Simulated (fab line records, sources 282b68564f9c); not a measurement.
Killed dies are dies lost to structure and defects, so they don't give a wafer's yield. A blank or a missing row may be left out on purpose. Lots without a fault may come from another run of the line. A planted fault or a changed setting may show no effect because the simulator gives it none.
A struck lot beside a sound one | flow rit_cmos | 36 steps out of a route of 202
Sound: wafers L548.3, L548.5, L548.6. Struck: wafer L557.6. (L557.1, L557.2 of the same lot were not struck and are left out.) The cause comes at the end.
At each step with rows: each side's tool, then ch and its chambers, then its first start. Under that, the readings that differ: sound wafers | struck wafers | difference of the means | sigmas: that difference in standard deviations of wafers without a fault.
alike: readings whose means differ by less than 2 such deviations, and words and numbers that are the same on both sides. not compared: withheld readings, readings that some wafer has no value for, bounds like >300 that may hide the same value, and numbers for which the record gives no deviation and whose values overlap.
The two part at a step that has a row with sigmas, a row that says differs or no value, or rows on one side only. Numbers that don't overlap but have no deviation are shown without sigmas and don't part them. A reading that every wafer of one side lacks parts them only if that side has two wafers or more.

RIT_SILICIDE_RTA_06: time 10 s, ramp up 5 s, ramp down 10 s.
  sound on rtp_anneal-01 ch 0, day 5 04:35; struck on rtp_anneal-02 ch 0, day 6 23:41
  alike: wafer_temp_C_max
RIT_CONTACT_CVD_00: deposits SiO2 from TEOS, target thk 400 nm, time 63.48 s.
  sound on pecvd-01 ch 1, day 5 04:41; struck on pecvd-01 ch 2, day 6 23:46
  alike: heater_power_w
RIT_CONTACT_THK_MEAS_01:
  sound on film_metro-02, day 5 04:48; struck on film_metro-02, day 6 23:50
  alike: CONTACT_TEOS_THK
then, 6 steps without rows for these wafers: RIT_CONTACT_HMDS_02 (prime time 60 s); RIT_CONTACT_COAT_03 (resist thk 1000 nm); RIT_CONTACT_SOFTBAKE_04 (time 60 s); RIT_CONTACT_EXPOSE_05 (exposes mask M11, target cd 1000 nm); RIT_CONTACT_PEB_06; RIT_CONTACT_DEVELOP_07 (develop time 120 s).
RIT_CONTACT_CD_MEAS_08: target cd 1000 nm.
  sound on cd_sem-02, day 5 06:06; struck on cd_sem-01, day 7 01:10
  alike: cd_nm
RIT_CONTACT_OVL_MEAS_09:
  sound on overlay-01, day 5 06:11; struck on overlay-02, day 7 01:17
  alike: CONTACT_OVL
then, 1 step without rows for these wafers: RIT_CONTACT_HARDBAKE_10 (time 60 s).
RIT_CONTACT_ETCH_11: etches SiO2 in CHF3/CF4/Ar, stops on TiSi2, target depth 480 nm, time 320 s.
  sound on rie_diel-04 ch 0,1, day 5 06:22; struck on rie_diel-04 ch 1, day 7 01:29
  alike: drypump_motor_current_A, oes_product_au, throttle_valve_pct
  not compared: rf_hours_counter_h
then, 1 step without rows for these wafers: RIT_CONTACT_STRIP_12 (strips in O2, time 180 s).
RIT_CONTACT_CD_MEAS_90: target cd 1000 nm.
  sound on cd_sem-01, day 5 06:46; struck on cd_sem-01, day 7 01:51
  alike: cd_nm
then, 2 steps without rows for these wafers: RIT_CONTACT_CLEAN_13 (cleans in SC1, time 600 s); RIT_CONTACT_CLEAN_14 (cleans in SC2, time 600 s).
RIT_M1_SPUTTER_00: material Al, target thk 400 nm, time 500 s.
  sound on pvd_sputter-02, day 5 07:12; struck on pvd_sputter-01, day 7 02:19
  alike: throttle_valve_pct
RIT_M1_RS_MEAS_01: measures by four-point-probe.
  sound on film_metro-03, day 5 07:32; struck on film_metro-01, day 7 02:37
  alike: M1_AL_RS
RIT_M1_THK_MEAS_02: measures by xrf.
  sound on film_metro-03, day 5 07:38; struck on film_metro-01, day 7 02:44
  alike: M1_AL_THK
then, 6 steps without rows for these wafers: RIT_M1_HMDS_03 (prime time 60 s); RIT_M1_COAT_04 (resist thk 1325 nm); RIT_M1_SOFTBAKE_05 (time 60 s); RIT_M1_EXPOSE_06 (exposes mask M12, target cd 2600 nm); RIT_M1_PEB_07; RIT_M1_DEVELOP_08 (develop time 68 s).
RIT_M1_CD_MEAS_09: target cd 2600 nm.
  sound on cd_sem-01, day 5 08:36; struck on cd_sem-02, day 7 03:48
  alike: cd_nm
RIT_M1_OVL_MEAS_10:
  sound on overlay-01, day 5 08:41; struck on overlay-02, day 7 03:55
  alike: M1_OVL
then, 1 step without rows for these wafers: RIT_M1_HARDBAKE_11 (time 120 s).
RIT_M1_METAL_ETCH_12: etches Al in Cl2/BCl3, stops on SiO2, time 165 s, target depth 600 nm.
  sound on rie_metal-01 ch 0,1, day 5 09:01; struck on rie_metal-02 ch 1, day 7 04:12
  reading                | sound             | struck | difference | sigmas
  oes_product_au (a.u.)  | 0.789 0.803 0.787 | 0.757  | -0.036     | -2
  throttle_valve_pct (%) | 8.60 8.48 8.61    | 8.18   | -0.38      | -2
  alike: drypump_motor_current_A
  not compared: rf_hours_counter_h
then, 1 step without rows for these wafers: RIT_M1_STRIP_13 (strips in nmp, time 616.9 s).
RIT_M1_STRIP_14: strips in O2, time 180 s.
  sound on plasma_asher-03 ch 0,1, day 5 09:22; struck on plasma_asher-01 ch 0, day 7 04:34
  alike: drypump_motor_current_A
  not compared: rf_hours_counter_h
RIT_M1_CD_MEAS_90: target cd 2600 nm.
  sound on cd_sem-01, day 5 09:31; struck on cd_sem-01, day 7 04:44
  reading    | sound                | struck | difference | sigmas
  cd_nm (nm) | 2602.7 2596.9 2604.9 | 2607.3 | +5.8       | +2
then, 1 step without rows for these wafers: RIT_M1_ANNEAL_15 (time 1800 s).
RIT_M1_BOW_MEAS_16:
  sound on film_metro-03, day 5 11:08; struck on film_metro-01, day 7 06:21
  alike: M1_BOW
RIT_M1_PROBE_99:
  the record has rows for the struck wafers here (prober-02, day 7 06:43) and none for the sound ones

WHERE THEY PART
First at RIT_M1_METAL_ETCH_12; last, within this record, at RIT_M1_PROBE_99.

WHY: what the simulator had put in
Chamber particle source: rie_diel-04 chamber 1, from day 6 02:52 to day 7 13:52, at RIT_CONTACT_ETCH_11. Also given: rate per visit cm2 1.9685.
